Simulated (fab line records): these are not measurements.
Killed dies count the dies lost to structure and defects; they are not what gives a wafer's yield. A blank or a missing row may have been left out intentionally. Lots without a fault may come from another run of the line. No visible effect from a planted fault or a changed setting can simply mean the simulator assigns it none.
Which of the tools did it? ; flow berkeley-cmos170 ; 39 wafers from 13 lots sampled at 7 of the route's 331 steps

## WHAT THE GAUGES SHOWED, per wafer
UCB170_START_THK_MEAS_03.
lot;measured;on;START_OXIDE_THK (nm)
L772;day 1 16:10;film-metro-04;19.7 20.1 20.0
L773;day 1 20:43;film-metro-03;19.8 19.9 19.8
L774;day 2 01:17;film-metro-01;20.0 20.2 19.7
L775;day 2 07:04;film-metro-04;19.8 19.6 19.7
L782;day 3 16:35;film-metro-01;20.0 19.4 19.6
L783;day 3 23:52;film-metro-04;19.9 19.4 19.8
L784;day 3 23:52;film-metro-01;19.9 19.7 19.9
L785;day 4 06:58;film-metro-01;19.8 20.0 20.1
L786;day 4 14:24;film-metro-01;19.6 19.6 19.6
L787;day 4 19:25;film-metro-03;19.4 19.5 19.4
L788;day 5 00:51;film-metro-03;19.0 19.5 19.5
L789;day 5 00:52;film-metro-04;19.6 19.3 19.3
L790;day 5 09:01;film-metro-04;20.0 20.1 20.0

UCB170_FIELD_THK_MEAS_02.
lot;measured;on;FIELD_OXIDE_THK (nm)
L772;day 5 00:37;film-metro-04;551 553 553
L773;day 5 00:37;film-metro-02;550 546 543
L774;day 5 16:47;film-metro-04;553 547 548
L775;day 5 16:47;film-metro-03;569 573 561
L782;day 7 00:25;film-metro-03;585 582 584
L783;day 7 00:22;film-metro-03;586 586 584
L784;day 7 00:25;film-metro-02;579 575 581
L785;day 7 22:29;film-metro-04;537 529 537
L786;day 7 22:29;film-metro-03;562 553 551
L787;day 8 06:59;film-metro-02;550 553 553
L788;day 8 06:59;film-metro-03;555 557 555
L789;day 8 07:00;film-metro-04;553 556 546
L790;day 8 11:54;film-metro-02;547 544 534

UCB170_FIELD_THK_MEAS_90.
lot;measured;on;FIELD_OXIDE_LEFT_1_THK (nm)
L772;day 5 10:03;film-metro-02;436 436 437
L773;day 5 10:03;film-metro-04;431 428 425
L774;day 6 00:40;film-metro-02;436 430 431
L775;day 6 00:41;film-metro-03;453 457 446
L782;day 7 09:35;film-metro-02;469 465 467
L783;day 7 09:36;film-metro-04;467 467 465
L784;day 7 09:37;film-metro-03;462 458 464
L785;day 8 07:33;film-metro-03;419 411 418
L786;day 8 07:33;film-metro-02;444 435 433
L787;day 8 18:17;film-metro-02;432 435 435
L788;day 8 18:20;film-metro-02;437 439 437
L789;day 8 18:17;film-metro-03;436 438 429
L790;day 8 18:17;film-metro-04;429 426 416

UCB170_FIELD_THK_MEAS_91.
lot;measured;on;FIELD_OXIDE_LEFT_2_THK (nm)
L772;day 6 03:08;film-metro-04;347 348 349
L773;day 6 02:56;film-metro-03;343 339 336
L774;day 6 20:54;film-metro-02;347 342 343
L775;day 6 21:28;film-metro-04;366 370 359
L782;day 8 06:08;film-metro-04;380 376 379
L783;day 8 06:20;film-metro-02;378 378 377
L784;day 8 06:25;film-metro-04;374 369 376
L785;day 9 05:33;film-metro-03;331 324 331
L786;day 9 04:43;film-metro-02;355 346 344
L787;day 9 15:29;film-metro-04;343 346 346
L788;day 9 15:56;film-metro-03;349 351 348
L789;day 9 16:13;film-metro-02;348 349 340
L790;day 9 15:04;film-metro-02;339 336 327

## EACH LOT AND THE TOOL THAT RAN IT (in order: tool; ch and the chambers of the sampled wafers; start)
lot;UCB170_ZERO_STRIP_07;UCB170_FIELD_OXIDATION_01;UCB170_NVT_STRIP_08
L772;plasma-asher-02 ch 0,1, day 1 23:23;furnace-02 ch 0, day 4 21:37;plasma-asher-04 ch 0,1, day 6 01:00
L773;plasma-asher-03 ch 0,1, day 1 23:40;furnace-02 ch 0, day 4 21:37;plasma-asher-03 ch 0,1, day 6 00:46
L774;plasma-asher-01 ch 0,1, day 2 08:17;furnace-04 ch 0, day 5 13:46;plasma-asher-01 ch 0,1, day 6 19:07
L775;plasma-asher-03 ch 0,1, day 2 13:37;furnace-04 ch 0, day 5 13:46;plasma-asher-04 ch 0,1, day 6 19:15
L782;plasma-asher-02 ch 0,1, day 3 23:24;furnace-04 ch 0, day 6 21:21;plasma-asher-03 ch 0,1, day 8 04:05
L783;plasma-asher-03 ch 0,1, day 4 04:42;furnace-04 ch 0, day 6 21:21;plasma-asher-04 ch 0,1, day 8 04:24
L784;plasma-asher-02 ch 0,1, day 4 04:06;furnace-04 ch 0, day 6 21:21;plasma-asher-01 ch 0,1, day 8 04:39
L785;plasma-asher-01 ch 0,1, day 4 14:24;furnace-01 ch 0, day 7 19:28;plasma-asher-04 ch 1, day 9 02:17
L786;plasma-asher-03 ch 0,1, day 4 22:37;furnace-01 ch 0, day 7 19:28;plasma-asher-01 ch 0, day 9 01:41
L787;plasma-asher-03 ch 0,1, day 5 03:35;furnace-02 ch 0, day 8 03:59;plasma-asher-03 ch 0,1, day 9 13:29
L788;plasma-asher-02 ch 0,1, day 5 03:52;furnace-02 ch 0, day 8 03:59;plasma-asher-01 ch 0,1, day 9 13:29
L789;plasma-asher-02 ch 0,1, day 5 04:04;furnace-02 ch 0, day 8 03:59;plasma-asher-03 ch 1, day 9 13:46
L790;plasma-asher-02 ch 0,1, day 5 12:58;furnace-01 ch 0, day 8 08:54;plasma-asher-04 ch 0,1, day 9 13:07
- UCB170_ZERO_STRIP_07: strips in O2.
- UCB170_FIELD_OXIDATION_01: target thk 558.3 nm, ox time 7200 s.
- UCB170_NVT_STRIP_08: strips in O2.

## AS READ BY THE TOOLS THEMSELVES (means over the sampled wafers that have a number; for cases with no such wafer, the mark the record gives instead)
UCB170_ZERO_STRIP_07.
lot;tool;drypump-motor-current-A (A);oes-product-au (a.u.);strip-time-to-endpoint-s (s)
L772;plasma-asher-02;6.0;0.728;21.28
L773;plasma-asher-03;5.6;0.728;21.25
L774;plasma-asher-01;6.0;0.722;21.24
L775;plasma-asher-03;5.7;0.725;21.21
L782;plasma-asher-02;6.0;0.720;21.26
L783;plasma-asher-03;5.6;0.722;21.23
L784;plasma-asher-02;6.1;0.725;21.31
L785;plasma-asher-01;6.0;0.729;21.21
L786;plasma-asher-03;5.7;0.726;21.30
L787;plasma-asher-03;5.6;0.725;21.28
L788;plasma-asher-02;6.1;0.731;21.20
L789;plasma-asher-02;6.1;0.725;21.20
L790;plasma-asher-02;6.1;0.725;21.28

UCB170_FIELD_OXIDATION_01.
lot;tool;spike-tc-centre-C (C);spike-tc-load-C (C);spike-tc-source-C (C);tube-center-temp-C (C);tube_center_temp_C_max;zone-power-centre-pct (%);zone-power-source-pct (%)
L772;furnace-02;1001.8;1025.0;1022.1;1000;1002.5;50.5;26
L773;furnace-02;1003.5;1025.6;1022.9;1000;1002.8;50.0;26
L774;furnace-04;1002.2;1026.7;1023.8;1000;1002.9;50.6;34
L775;furnace-04;1001.4;1026.4;1024.2;1000;1002.0;50.0;33
L782;furnace-04;1010.8;1034.0;1031.9;1008;1010.7;50.7;34
L783;furnace-04;1009.5;1035.6;1030.9;1008;1010.4;50.4;34
L784;furnace-04;1010.8;1034.0;1031.5;1008;1010.7;50.4;34
L785;furnace-01;1002.2;1025.4;1025.6;1000;1002.8;51.5;42
L786;furnace-01;1001.7;1027.1;1025.7;1000;1002.7;51.6;42
L787;furnace-02;1003.3;1025.7;1020.8;1000;1002.9;50.0;26
L788;furnace-02;1001.3;1026.6;1020.8;1000;1002.4;50.5;26
L789;furnace-02;1003.0;1025.2;1023.0;1000;1002.1;50.2;26
L790;furnace-01;1002.2;1025.3;1026.2;1000;1002.2;51.9;42

UCB170_NVT_STRIP_08.
lot;tool;drypump-motor-current-A (A);oes-product-au (a.u.);strip-time-to-endpoint-s (s)
L772;plasma-asher-04;6.1;0.738;21.65
L773;plasma-asher-03;5.6;0.732;21.72
L774;plasma-asher-01;6.0;0.733;21.73
L775;plasma-asher-04;6.1;0.736;21.73
L782;plasma-asher-03;5.7;0.736;21.68
L783;plasma-asher-04;5.6;0.732;21.72
L784;plasma-asher-01;6.0;0.735;21.65
L785;plasma-asher-04;6.6;0.737;21.77
L786;plasma-asher-01;6.4;0.731;21.56
L787;plasma-asher-03;5.3;0.738;21.54
L788;plasma-asher-01;6.0;0.734;21.72
L789;plasma-asher-03;6.0;0.737;21.76
L790;plasma-asher-04;6.1;0.732;21.66

## THE ANSWER, worked out from the rows above alone
Rule: what is usual is taken from the lots themselves. Put in order of their means at a reading, lots are off if they are a third of the lots or fewer, leave a main group of 4 or more, and stand apart from it by a gap of 3 or more times the standard deviation of the main group's means; of several such gaps the widest counts. If all means in a main group match to the digits the tables above print for the reading, that group is not used. A lot without any number at a reading at which 4 lots or more have one is off too. The other lots that the step has rows for count as sound. The gauges are gone through in route order, then the tools' own readings, and for those a lot's mean is taken as printed above. At the first step where some lot is off, the reading lying furthest off is the one used; lots without a number count as furthest.
Off, at UCB170_FIELD_OXIDATION_01 on tube_center_temp_C_max: L782, L783, L784. Mean 1002.5 and standard deviation 0.32 in the main group.
A tool fits if, at that step or a process step before it, it ran every lot that is off, and no sound lot after the first of them. One fits: UCB170_FIELD_OXIDATION_01 on furnace-04. Its last sound lot is L774 (day 5 13:46), its first lot that is off L782 (day 6 21:21): a fault that began between those two fits.
The tool's own readings at UCB170_FIELD_OXIDATION_01 bear it out: on the lots that are off they differ by more than 5 times the standard deviation of the sound lots' means. spike-tc-centre-C reads 1010.4 C there against 1002.3 C on the sound lots; spike-tc-load-C reads 1034.5 C there against 1025.9 C on the sound lots; tube-center-temp-C reads 1008 C there against 1000 C on the sound lots; tube_center_temp_C_max reads 1010.6 there against 1002.5 on the sound lots.

## WHAT HAD BEEN PUT IN BY THE SIMULATOR
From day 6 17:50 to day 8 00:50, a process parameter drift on furnace-04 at UCB170_FIELD_OXIDATION_01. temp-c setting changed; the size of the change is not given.
Struck lots among those shown: L782, L783, L784. The same result came from the rule above.
